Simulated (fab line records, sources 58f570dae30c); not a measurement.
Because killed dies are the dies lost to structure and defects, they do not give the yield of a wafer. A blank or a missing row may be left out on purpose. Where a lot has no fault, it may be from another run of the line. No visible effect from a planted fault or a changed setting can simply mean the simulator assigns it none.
fab line records ; flow berkeley_cmos170 ; part 2 of 2: steps 29 to 39 of 39
[record] lots = 5; wafers = 15; last_day = 13
route steps=331 shown PSD@178 NSD@187 BACKSIDE@199 SDANNEAL@204 PLDD@208 NLDD@209 SILICIDE@210 CONTACT@216
lots with no fault: from the same line, run without faults
start_h: hours from the record's opening day to when the first of the lot's shown wafers began ; wait_h: time in hours since the lot's previous step ; " as in the row above ; L1.1+2: several wafers, shown together as one row ; - no value, or no start was given ; * or withheld: withheld ; < > ~ a bound
route shown NAME@n: names a module that has steps shown in the file, with the first one's number in the route ; usual: mean/standard deviation taken from wafers without a fault ; same: alike in all rows ; chamber/n: place in a boat ; sites: the reading at each site ; _std_site: the standard deviation of these ; _edge_site: outer sites' mean less inner sites' ; radius_mm: for every site, how far away it sits from the centre of the wafer ; mask NAME#n: copy n ; behind: the tool/chamber that last shaped the wafer ; hold: reason for holding the lot/hours on hold/outcome of the hold ; device: which transistor (n, p or np) failed to switch ; end of line: at the end of the route, the tests of the same wafers ; step lacking rows: just its recipe ; killed: dies lost to structure and defects at the first sort, not the wafer's yield ; map: the dies of a wafer, with x for killed, . for not killed, _ for no die there
set.NAME: the run value of the setting; set.NAME@STEP: its run value at that earlier step ; model.NAME: the simulator's own value behind a step, which no gauge read
lots at some steps of the route; a table a step, a row a wafer
services: the hour from which a tool's chamber was out of use, counted from the record's first day as start_h (under 0 if before that day), plus the number of hours and why
[[steps]]
[step UCB170_SDANNEAL_RS_MEAS_02]
[recipe] thk_meas_gauge = four-point-probe
[usual] PSD_RS = 76.8/0.31
lot.wafer;tool;chamber;start_h;wait_h;PSD_RS[ohm/sq]
L079.4;film_metro-02;-;196.38;0.1;76.3
L079.5;film_metro-02;-;196.38;0.1;76.1
L079.6;film_metro-02;-;196.38;0.1;76.4
L080.2;film_metro-04;-;206.64;0.1;76.9
L080.4;film_metro-04;-;206.64;0.1;76.9
L080.5;film_metro-04;-;206.64;0.1;77.1
L089.3;film_metro-04;-;234.39;0.1;76.7
L089.5;film_metro-04;-;234.39;0.1;76.6
L089.6;film_metro-04;-;234.39;0.1;76.8
L094.3;film_metro-04;-;263.57;0.1;76.6
L094.4;film_metro-04;-;263.57;0.1;76.7
L094.6;film_metro-04;-;263.57;0.1;76.7
L096.1;film_metro-03;-;288.53;0.0;76.8
L096.5;film_metro-03;-;288.53;0.0;77.0
L096.6;film_metro-03;-;288.53;0.0;76.7
[step UCB170_SDANNEAL_RS_MEAS_03]
[recipe] thk_meas_gauge = four-point-probe
[usual] NSD_RS = 37.30/0.095
lot.wafer;tool;chamber;start_h;wait_h;NSD_RS[ohm/sq]
L079.4;film_metro-02;-;196.50;0.1;37.22
L079.5;film_metro-02;-;196.50;0.1;37.21
L079.6;film_metro-02;-;196.50;0.1;37.15
L080.2;film_metro-04;-;206.76;0.1;37.33
L080.4;film_metro-04;-;206.76;0.1;37.25
L080.5;film_metro-04;-;206.76;0.1;37.15
L089.3;film_metro-04;-;234.51;0.1;37.46
L089.5;film_metro-04;-;234.51;0.1;37.47
L089.6;film_metro-04;-;234.51;0.1;37.39
L094.3;film_metro-04;-;263.69;0.1;37.28
L094.4;film_metro-04;-;263.69;0.1;37.34
L094.6;film_metro-04;-;263.69;0.1;37.38
L096.1;film_metro-03;-;288.65;0.1;37.48
L096.5;film_metro-03;-;288.65;0.1;37.23
L096.6;film_metro-03;-;288.65;0.1;37.30
[step UCB170_SDANNEAL_RS_MEAS_04]
[recipe] thk_meas_gauge = four-point-probe
[usual] PLDD_RS = 1033/3.4
lot.wafer;tool;chamber;start_h;wait_h;PLDD_RS[ohm/sq]
L079.4;film_metro-02;-;196.62;0.1;1035
L079.5;film_metro-02;-;196.62;0.1;1036
L079.6;film_metro-02;-;196.62;0.1;1033
L080.2;film_metro-04;-;206.88;0.1;1040
L080.4;film_metro-04;-;206.88;0.1;1039
L080.5;film_metro-04;-;206.88;0.1;1040
L089.3;film_metro-04;-;234.63;0.1;1032
L089.5;film_metro-04;-;234.63;0.1;1034
L089.6;film_metro-04;-;234.63;0.1;1033
L094.3;film_metro-04;-;263.81;0.1;1033
L094.4;film_metro-04;-;263.81;0.1;1035
L094.6;film_metro-04;-;263.81;0.1;1036
L096.1;film_metro-03;-;288.77;0.1;1033
L096.5;film_metro-03;-;288.77;0.1;1030
L096.6;film_metro-03;-;288.77;0.1;1032
[step UCB170_SDANNEAL_RS_MEAS_05]
[recipe] thk_meas_gauge = four-point-probe
[usual] NLDD_RS = 616.9/1.2
lot.wafer;tool;chamber;start_h;wait_h;NLDD_RS[ohm/sq]
L079.4;film_metro-02;-;196.74;0.1;616.3
L079.5;film_metro-02;-;196.74;0.1;616.1
L079.6;film_metro-02;-;196.74;0.1;615.6
L080.2;film_metro-04;-;207.00;0.1;618.3
L080.4;film_metro-04;-;207.00;0.1;617.2
L080.5;film_metro-04;-;207.00;0.1;618.2
L089.3;film_metro-04;-;234.75;0.1;616.6
L089.5;film_metro-04;-;234.75;0.1;616.4
L089.6;film_metro-04;-;234.75;0.1;616.8
L094.3;film_metro-04;-;263.93;0.1;617.6
L094.4;film_metro-04;-;263.93;0.1;617.6
L094.6;film_metro-04;-;263.93;0.1;616.4
L096.1;film_metro-03;-;288.89;0.1;617.3
L096.5;film_metro-03;-;288.89;0.1;616.2
L096.6;film_metro-03;-;288.89;0.1;615.4
[step UCB170_SILICIDE_PRE_CLEAN_00]
[recipe] gas = Ar; preclean_etch_time_s = 60
lot.wafer;tool;chamber;start_h;wait_h
L079.4+5+6;pvd_sputter-02;-;196.80;0.0
L080.2+4+5;pvd_sputter-03;-;207.10;0.1
L089.3+5+6;pvd_sputter-03;-;234.83;0.1
L094.3+4+6;pvd_sputter-01;-;264.01;0.1
L096.1+5+6;pvd_sputter-01;-;289.01;0.1
[step UCB170_SILICIDE_SPUTTER_01]
[recipe] material = Ti; target_thk_nm = 30; time_s = 25; power_w = 1500; chamber_pressure_pa = 0.5
[usual] throttle_valve_pct = 29.8/1.1
lot.wafer;tool;chamber;start_h;wait_h;throttle_valve_pct
L079.4;pvd_sputter-02;-;196.87;0.0;29.1
L079.5;pvd_sputter-02;-;196.87;0.0;28.5
L079.6;pvd_sputter-02;-;196.87;0.0;29.4
L080.2;pvd_sputter-03;-;207.17;0.0;30.1
L080.4;pvd_sputter-03;-;207.17;0.0;29.7
L080.5;pvd_sputter-03;-;207.17;0.0;30.5
L089.3;pvd_sputter-03;-;234.90;0.0;28.9
L089.5;pvd_sputter-03;-;234.90;0.0;29.6
L089.6;pvd_sputter-03;-;234.90;0.0;29.3
L094.3;pvd_sputter-01;-;264.08;0.0;29.3
L094.4;pvd_sputter-01;-;264.08;0.0;28.1
L094.6;pvd_sputter-01;-;264.08;0.0;29.5
L096.1;pvd_sputter-01;-;289.08;0.0;29.7
L096.5;pvd_sputter-01;-;289.08;0.0;29.4
L096.6;pvd_sputter-01;-;289.08;0.0;29.5
[step UCB170_SILICIDE_RS_MEAS_02]
[recipe] thk_meas_gauge = four-point-probe; reads = Ti_of_SILICIDE_SPUTTER_01
[usual] SILICIDE_TI_RS = 26.0/0.36
lot.wafer;tool;chamber;start_h;wait_h;SILICIDE_TI_RS[ohm/sq]
L079.4;film_metro-01;-;196.96;0.1;26.5
L079.5;film_metro-01;-;196.96;0.1;26.0
L079.6;film_metro-01;-;196.96;0.1;26.1
L080.2;film_metro-01;-;207.22;0.0;25.9
L080.4;film_metro-01;-;207.22;0.0;26.5
L080.5;film_metro-01;-;207.22;0.0;25.7
L089.3;film_metro-04;-;234.97;0.1;26.2
L089.5;film_metro-04;-;234.97;0.1;26.4
L089.6;film_metro-04;-;234.97;0.1;26.6
L094.3;film_metro-01;-;264.16;0.1;26.1
L094.4;film_metro-01;-;264.16;0.1;26.0
L094.6;film_metro-01;-;264.16;0.1;26.5
L096.1;film_metro-01;-;289.12;0.0;26.5
L096.5;film_metro-01;-;289.12;0.0;26.5
L096.6;film_metro-01;-;289.12;0.0;26.2
[step UCB170_SILICIDE_THK_MEAS_03]
[recipe] thk_meas_gauge = xrf; reads = Ti_of_SILICIDE_SPUTTER_01
[usual] SILICIDE_TI_THK = 30.4/0.41
lot.wafer;tool;chamber;start_h;wait_h;SILICIDE_TI_THK[nm]
L079.4;film_metro-01;-;197.05;0.1;30.0
L079.5;film_metro-01;-;197.05;0.1;30.3
L079.6;film_metro-01;-;197.05;0.1;30.4
L080.2;film_metro-01;-;207.33;0.1;30.4
L080.4;film_metro-01;-;207.33;0.1;30.0
L080.5;film_metro-01;-;207.33;0.1;30.7
L089.3;film_metro-04;-;235.07;0.1;30.0
L089.5;film_metro-04;-;235.07;0.1;29.9
L089.6;film_metro-04;-;235.07;0.1;29.7
L094.3;film_metro-01;-;264.26;0.1;30.3
L094.4;film_metro-01;-;264.26;0.1;30.6
L094.6;film_metro-01;-;264.26;0.1;30.0
L096.1;film_metro-01;-;289.24;0.1;30.0
L096.5;film_metro-01;-;289.24;0.1;30.1
L096.6;film_metro-01;-;289.24;0.1;30.3
[step UCB170_SILICIDE_RTA_04]
[recipe] temp_c = 650; time_s = 15; ambient = N2
[usual] lamp_power_pct = 12.3/0.46; wafer_temp_C_max = 654.1/0.8
lot.wafer;tool;chamber;start_h;wait_h;lamp_power_pct;wafer_temp_C_max
L079.4;rtp_anneal-01;0;197.12;0.1;11.8;654.2
L079.5;rtp_anneal-01;0;197.12;0.1;11.8;654.6
L079.6;rtp_anneal-01;0;197.12;0.1;11.8;653.8
L080.2;rtp_anneal-02;0;207.39;0.1;12.7;654.3
L080.4;rtp_anneal-02;0;207.39;0.1;12.7;654.3
L080.5;rtp_anneal-02;0;207.39;0.1;12.8;653.0
L089.3;rtp_anneal-02;0;235.13;0.1;12.7;653.0
L089.5;rtp_anneal-02;0;235.13;0.1;12.7;653.1
L089.6;rtp_anneal-02;0;235.13;0.1;12.7;654.8
L094.3;rtp_anneal-02;0;264.32;0.1;12.7;653.7
L094.4;rtp_anneal-02;0;264.32;0.1;12.7;654.8
L094.6;rtp_anneal-02;0;264.32;0.1;12.8;653.7
L096.1;rtp_anneal-02;0;289.30;0.1;12.7;656.0
L096.5;rtp_anneal-02;0;289.30;0.1;12.7;653.0
L096.6;rtp_anneal-02;0;289.30;0.1;12.7;654.1
[step UCB170_SILICIDE_WET_ETCH_05]
[recipe] chemistry = SPM; time_s = 45; temp_c = 120; target = Ti
lot.wafer;tool;chamber;start_h;wait_h
L079.4+5+6;wet_bench-04;2;197.16;0.0
L080.2+4+5;wet_bench-03;0;207.46;0.1
L089.3+5+6;wet_bench-02;0;235.18;0.0
L094.3+4+6;wet_bench-02;2;264.37;0.0
L096.1+5+6;wet_bench-02;1;289.37;0.1
[step UCB170_CONTACT_CLEAN_00]
[recipe] chemistry = SPM; temp_c = 120; time_s = 600
lot.wafer;tool;chamber;start_h;wait_h
L079.4+5+6;wet_bench-03;3;197.18;0.0
L080.2+4+5;wet_bench-03;2;207.48;0.0
L089.3+5+6;wet_bench-02;1;235.20;0.0
L094.3+4+6;wet_bench-02;1;264.39;0.0
L096.1+5+6;wet_bench-02;3;289.40;0.0
[[services]]
tool;chamber;start_h;hours;kind
krf_scanner-02;-;183.94;4.4;pm
krf_scanner-02;-;188.32;3.6;pm
plasma_asher-03;-;192.32;1.6;repair
krf_scanner-02;-;194.14;4.0;pm
implanter-03;-;201.06;1.1;repair
krf_scanner-01;-;205.95;0.2;repair
pvd_sputter-02;-;212.76;0.5;repair
implanter-04;-;213.83;1.6;repair
krf_scanner-01;-;227.14;4.4;pm
implanter-01;-;229.09;3.7;pm
krf_scanner-01;-;231.51;1.3;pm
implanter-04;-;242.72;3.9;repair
plasma_asher-04;-;249.60;1.8;repair
krf_scanner-01;-;250.88;4.0;pm
implanter-04;-;257.52;4.5;pm
krf_scanner-02;-;259.06;0.8;pm
krf_scanner-02;-;259.84;1.0;pm
krf_scanner-02;-;265.67;2.9;repair
krf_scanner-01;-;268.50;1.4;repair
krf_scanner-01;-;269.87;1.0;pm
krf_scanner-02;-;276.48;4.1;repair
implanter-04;-;278.43;2.5;repair
implanter-03;-;283.78;0.5;repair
implanter-03;-;284.18;7.3;repair
